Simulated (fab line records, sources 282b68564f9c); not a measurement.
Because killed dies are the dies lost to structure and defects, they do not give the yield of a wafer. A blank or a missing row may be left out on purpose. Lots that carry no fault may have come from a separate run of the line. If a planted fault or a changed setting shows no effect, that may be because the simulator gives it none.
Lot-split experiment	flow rit_cmos	23 wafers read across 5 lots, on a route 202 steps long

## THE SPLIT
At RIT_M1_COAT_04 (resist thk 1300 nm), the setting resist_thk_nm was moved away from the recipe's 1300 nm on 8 of the 23 wafers read, by -1.9% to +5.5%. The other wafers ran this setting at the recipe's value.

## FROM THE SPLIT TO THE READING: what the file shows between them, 4 steps
- RIT_M1_SOFTBAKE_05: time 60 s
- RIT_M1_EXPOSE_06: exposes mask M12, target cd 2600 nm
- RIT_M1_PEB_07
- RIT_M1_DEVELOP_08: develop time 69.88 s

## THE READING
cd_nm, in nm, at RIT_M1_CD_MEAS_09 (target cd 2600 nm). Fault-free wafers of this fab line usually give 2600.2 nm, standard deviation 1.8 nm.

wafer	tool, chamber at the split	resist_thk_nm as run, nm	against the recipe	cd_nm, nm	against lot-mates on the recipe
L074.2	litho_track-02, 0	1300	recipe	2597.7	-
L074.4	litho_track-02, 0	1300	recipe	2600.0	-
L074.6	litho_track-02, 0	1300	recipe	2598.0	-
L077.1	litho_track-04, 0	1300	recipe	2596.6	-
L077.3	litho_track-04, 0	1348	+3.7%	2603.0	+4.2
L077.4	litho_track-04, 0	1300	recipe	2600.3	-
L077.5	litho_track-04, 0	1348	+3.7%	2602.3	+3.5
L077.6	litho_track-04, 0	1300	recipe	2599.6	-
L078.1	litho_track-02, 0	1275	-1.9%	2597.6	-2.0
L078.2	litho_track-02, 0	1300	recipe	2599.4	-
L078.3	litho_track-02, 0	1275	-1.9%	2598.3	-1.3
L078.4	litho_track-02, 0	1300	recipe	2599.7	-
L078.5	litho_track-02, 0	1300	recipe	2599.6	-
L080.2	litho_track-04, 0	1300	recipe	2599.2	-
L080.3	litho_track-04, 0	1361	+4.7%	2605.6	+5.2
L080.4	litho_track-04, 0	1361	+4.7%	2606.8	+6.4
L080.5	litho_track-04, 0	1300	recipe	2601.9	-
L080.6	litho_track-04, 0	1300	recipe	2600.0	-
L081.1	litho_track-01, 0	1300	recipe	2598.7	-
L081.2	litho_track-01, 0	1371	+5.5%	2601.1	+3.7
L081.3	litho_track-01, 0	1300	recipe	2596.9	-
L081.4	litho_track-01, 0	1300	recipe	2596.5	-
L081.5	litho_track-01, 0	1371	+5.5%	2604.7	+7.3

THE FIT
A straight line over all 23 wafers: cd_nm changes by +1 nm for each +1% of resist_thk_nm; r = +0.81; the points scatter about the line by 1.7 nm.
The same after taking each lot's own level away (the mean of its wafers on the recipe; 23 wafers): +1.07 nm for each +1%; r = +0.91; scatter 1.1 nm.
On that fit, the largest move of resist_thk_nm shifts the reading by 5.8 nm.
Measured against the standard deviation above, the lots' own levels, which go from 2597.37 to 2600.37 nm, span 1.7 times it.
The two slopes agree, so the slope changes little with the lot-to-lot level.
Check: for one of the wafers moved furthest among these (+5.5%), held out of the fit, the line's prediction against its lot-mates is +6.51 nm. It came out at +3.73 nm against them.

## OTHER SPLITS APPLIED TO THESE WAFERS
These wafers also went through other splits before the reading. Each is held against what the fit with the lots' levels taken away leaves over:
other split on the same wafers	wafers away from the commonest value	r with cd_nm (lot level and that fit taken away)
RIT_PSD_DEVELOP_05 dev_temp_c	10	-0.12

## THE WHOLE CHAIN: every reading that the file lists as answering this split, in the file's order
step	what it does	reading	change (the file's fit)	r (the file's)
RIT_M1_COAT_04	resist thk 1300 nm	NOVOLAK_of_M1_COAT_04.thk_nm (the simulator's own value, which no gauge read)	+12.9 nm for each +1% of the setting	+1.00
RIT_M1_CD_MEAS_09	target cd 2600 nm	cd_nm	+1.08 nm for each +1% of the setting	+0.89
RIT_M1_HARDBAKE_11	time 120 s	NOVOLAK_of_M1_COAT_04.thk_nm (the simulator's own value, which no gauge read)	+11.1 nm for each +1% of the setting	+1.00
RIT_M1_METAL_ETCH_12	etches Al in Cl2/BCl3, stops on SiO2, time 165 s, target depth 600 nm	NOVOLAK_of_M1_COAT_04.thk_nm (the simulator's own value, which no gauge read)	+12 nm for each +1% of the setting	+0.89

## THE FILE'S OWN FIT
cd_nm changes by +1.08 nm for each +1% of resist_thk_nm, r = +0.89.
